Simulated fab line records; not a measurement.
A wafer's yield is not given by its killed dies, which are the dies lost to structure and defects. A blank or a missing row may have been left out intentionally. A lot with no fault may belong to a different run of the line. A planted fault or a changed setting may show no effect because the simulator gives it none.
A single fault, viewed from 2 desks | flow rit cmos | only its own numbers are on each desk; what lay behind them is given at the end

## THE TOOL OWNER'S DESK: iline stepper-01
The tool's own readings at RIT_NLDD_EXPOSE_03 (exposes mask M7, target cd 40700 nm): means of the sampled wafers that have a number, for each lot that ran on this tool. Any lot whose mean is over 4 standard deviations away from the usual mean is out of limits and marked OUT; that distance is given in the brackets.
Columns: A = focus offset nm at RIT_NLDD_EXPOSE_03, usual 0.1 nm; B = stage vel mm s at RIT_NLDD_EXPOSE_03, usual 500.00 mm/s
lot  | first seen here | A    | B
L478 | day 2 17:59     | -0.1 | 499.93
L479 | day 2 22:55     | -0.1 | 499.37
L480 | day 3 04:22     | 0.3  | 500.02
L482 | day 3 14:08     | 0.7  | 499.95
L483 | day 3 21:13     | 1.1  | 500.14
L484 | day 3 23:08     | 0.1  | 499.86
L487 | day 4 19:53     | 1.0  | 499.73
L491 | day 5 12:07     | 0.3  | 500.12
L492 | day 5 22:01     | -0.4 | 500.03
L493 | day 6 00:27     | 0.3  | 499.67
L495 | day 6 07:35     | -0.5 | 499.90
This desk found nothing out of limits on any of the 11 lots.

## AT THE METROLOGY DESK
What the gauges read, lot by lot, whatever tool the lot ran on: means of the sampled wafers that have a number. Any lot whose mean is over 4 standard deviations away from the usual mean is out of limits and marked OUT; that distance is given in the brackets.
Columns: A = NWELL_TW at RIT_NWELL_TW_MEAS_10, usual 2156; B = PWELL_RS at RIT_WELLDRIVE_RS_MEAS_02, usual 430.1 ohm/sq; C = NLDD_OVL at RIT_NLDD_OVL_MEAS_06, usual 0.3 nm
lot  | first seen here | A    | B     | C
L478 | day 1 23:16     | 2158 | 430.2 | -1.3
L479 | day 2 01:56     | 2200 | 429.4 | 1.1
L480 | day 2 07:20     | 2200 | 428.6 | -0.7
L481 | day 2 12:58     | 2204 | 432.2 | 1.6
L482 | day 2 17:32     | 2118 | 432.2 | 2.7
L483 | day 3 00:15     | 2143 | 429.1 | -0.2
L484 | day 3 04:07     | 2147 | 430.7 | 1.1
L486 | day 3 13:02     | 2203 | 429.8 | 2.8
L487 | day 3 18:39     | 2146 | 431.8 | -0.5
L491 | day 4 14:37     | 2150 | 429.4 | -299.4 (-99 or more) OUT
L492 | day 4 23:07     | 2112 | 430.8 | -298.3 (-99 or more) OUT
L493 | day 5 02:46     | 2149 | 429.4 | -300.1 (-99 or more) OUT
L495 | day 5 10:06     | 2180 | 429.0 | -299.8 (-99 or more) OUT
L496 | day 5 20:11     | 2135 | 431.4 | 0.8
L498 | day 6 01:23     | 2164 | 429.7 | 1.2
L501 | day 6 15:58     | 2162 | 428.3 | 0.2
This desk reports L491, L492, L493, L495 out of limits; the earliest was L491 at day 5 12:28 (NLDD_OVL at RIT_NLDD_OVL_MEAS_06). In limits: L478, L479, L480, L481, L482, L483, L484, L486, L487, L496, L498, L501.

## BROUGHT TOGETHER
At day 5 12:28 the metrology desk could have sounded an alarm, on L491, L492, L493, L495.
Nothing out of limits was seen by the tool owner's desk.
The tool owner's desk has L491, L492, L493, L495 on record, within its limits.
On iline stepper-01, each named lot ran RIT_NLDD_EXPOSE_03.

## WHAT THE SIMULATOR PUT IN
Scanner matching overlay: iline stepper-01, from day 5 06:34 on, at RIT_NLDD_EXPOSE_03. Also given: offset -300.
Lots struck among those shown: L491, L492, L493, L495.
Time in hours between the start of the fault and the first out-of-limits reading at each desk: metrology desk, 6.
